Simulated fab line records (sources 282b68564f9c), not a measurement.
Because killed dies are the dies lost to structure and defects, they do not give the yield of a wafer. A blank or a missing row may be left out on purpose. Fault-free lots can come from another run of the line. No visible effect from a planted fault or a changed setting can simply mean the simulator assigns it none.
A lot that was struck, set against a sound lot -- flow rit_cmos -- 21 steps out of a route of 202
Sound: wafers L159.2, L159.3, L159.5. The struck wafers were L164.1, L164.3, L164.4. The cause comes at the end.
Per side, at each step with rows, come the tool, then ch with its chambers, and then its first start. Under that, the readings that differ: sound wafers -- struck wafers -- difference of the means -- sigmas: that difference in standard deviations of wafers without a fault.
alike: a reading whose means differ by less than 2 such deviations, as well as words and numbers matching on both sides. not compared: withheld readings; readings where some wafer has no value; bounds like >300 that might hide an equal value; numbers whose values overlap and for which the record gives no deviation.
Wherever a step has rows on one side only, a row that says differs or no value, or a row with sigmas, the two part there. Non-overlapping numbers with no deviation appear without sigmas and do not part them. Lack of a reading on every wafer of one side parts them only where that side has two or more wafers.

first, 3 steps without rows for these wafers: RIT_GATE_CLEAN_02 (cleans in dHF, time 30 s); RIT_GATE_CLEAN_03 (cleans in SC2, time 600 s); RIT_GATE_CLEAN_04 (cleans in dHF, time 60 s).
RIT_FOX2_THK_MEAS_91:
  sound: film_metro-01 at day 2 09:31; struck: film_metro-02 at day 3 11:38
  alike: FIELD_OXIDE_LEFT_2_THK
then, 2 steps without rows for these wafers: RIT_GATE_OXIDATION_05 (target thk 3 nm, ox time 270 s); RIT_GATE_ANNEAL_06 (time 600 s).
RIT_GATE_THK_MEAS_07:
  sound: film_metro-02 at day 2 11:19; struck: film_metro-01 at day 3 13:25
  alike: GATE_OXIDE_THK
then, 1 step without rows for these wafers: RIT_GATE_CVD_08 (deposits poly-Si from SiH4, target thk 250 nm, time 2220 s).
RIT_GATE_THK_MEAS_09:
  sound: film_metro-04 at day 2 13:00; struck: film_metro-02 at day 3 15:22
  alike: GATE_POLY_THK
then, 3 steps without rows for these wafers: RIT_GATE_HMDS_10 (prime time 60 s); RIT_GATE_COAT_11 (resist thk 850 nm); RIT_GATE_SOFTBAKE_12 (time 60 s).
RIT_GATE_EXPOSE_13: exposes mask M6, target cd 150 nm.
  sound on iline_stepper-02 ch 0, day 2 13:32; struck on iline_stepper-01 ch 0, day 3 15:53
reading,sound,struck,difference,sigmas
exposure_dose_mJ_cm2,380.1 380.6 379.9,387.0 386.9 386.7,+6.7,+19
  alike: mask
then, 2 steps without rows for these wafers: RIT_GATE_PEB_14; RIT_GATE_DEVELOP_15 (develop time 50 s).
RIT_GATE_CD_MEAS_16 targets a cd of 150 nm.
  sound: cd_sem-02 at day 2 13:56; struck: cd_sem-01 at day 3 16:34
reading,sound,struck,difference,sigmas
cd_nm (nm),146.9 150.1 148.3,142.4 139.2 141.2,-7.5,-3
  not compared: hold
RIT_GATE_OVL_MEAS_17:
  sound: overlay-02 at day 2 14:02; struck: overlay-02 at day 3 21:52
reading,sound,struck,difference,sigmas
hold,- - -,await_dispo/5.2h/release await_dispo/5.2h/release await_dispo/5.2h/release,no value on the sound wafers,
  alike: GATE_OVL
then, 1 step without rows for these wafers: RIT_GATE_HARDBAKE_18 (time 60 s).
RIT_GATE_ETCH_19: etches poly-Si in SF6/CHF3/O2, stops on SiO2, time 165 s, target depth 312.5 nm.
  sound on rie_si-01 ch 1,2, day 2 14:13; struck on rie_si-02 ch 0,1,2, day 3 22:03
reading,sound,struck,difference,sigmas
model.GATE.cd_nm (nm),147.1 149.9 148.4,141.9 139.2 141.3,-7.7,
  alike: CHF3_flow_sccm, drypump_motor_current_A, oes_product_au, throttle_valve_pct
  not compared: rf_hours_counter_h
RIT_GATE_STRIP_20: strips in O2, time 180 s.
  sound on plasma_asher-02 ch 0,1, day 2 14:20; struck on plasma_asher-01 ch 0,1, day 3 22:10
  alike: drypump_motor_current_A
  not compared: rf_hours_counter_h
RIT_M1_PROBE_99:
  sound: prober-02 at day 3 11:05; struck: prober-01 at day 5 00:47
  no value came back on the struck wafers for any of 8 readings (model.etest.nmos_0p15.drive_ua_um, model.etest.pmos_0p15.drive_ua_um and others); on the sound wafers model.etest.nmos_0p15.drive_ua_um reads 462.9 457.5 460.7
  alike: killed_at_front_end, killed_dies, killed_open, killed_short

WHERE THEY PART
Last at RIT_M1_PROBE_99 as far as this record goes, first at RIT_GATE_EXPOSE_13.

WHY: what had been put in by the simulator
Drift in process parameters on iline_stepper-01 at RIT_GATE_EXPOSE_13, starting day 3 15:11. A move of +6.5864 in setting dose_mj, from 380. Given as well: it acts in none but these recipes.
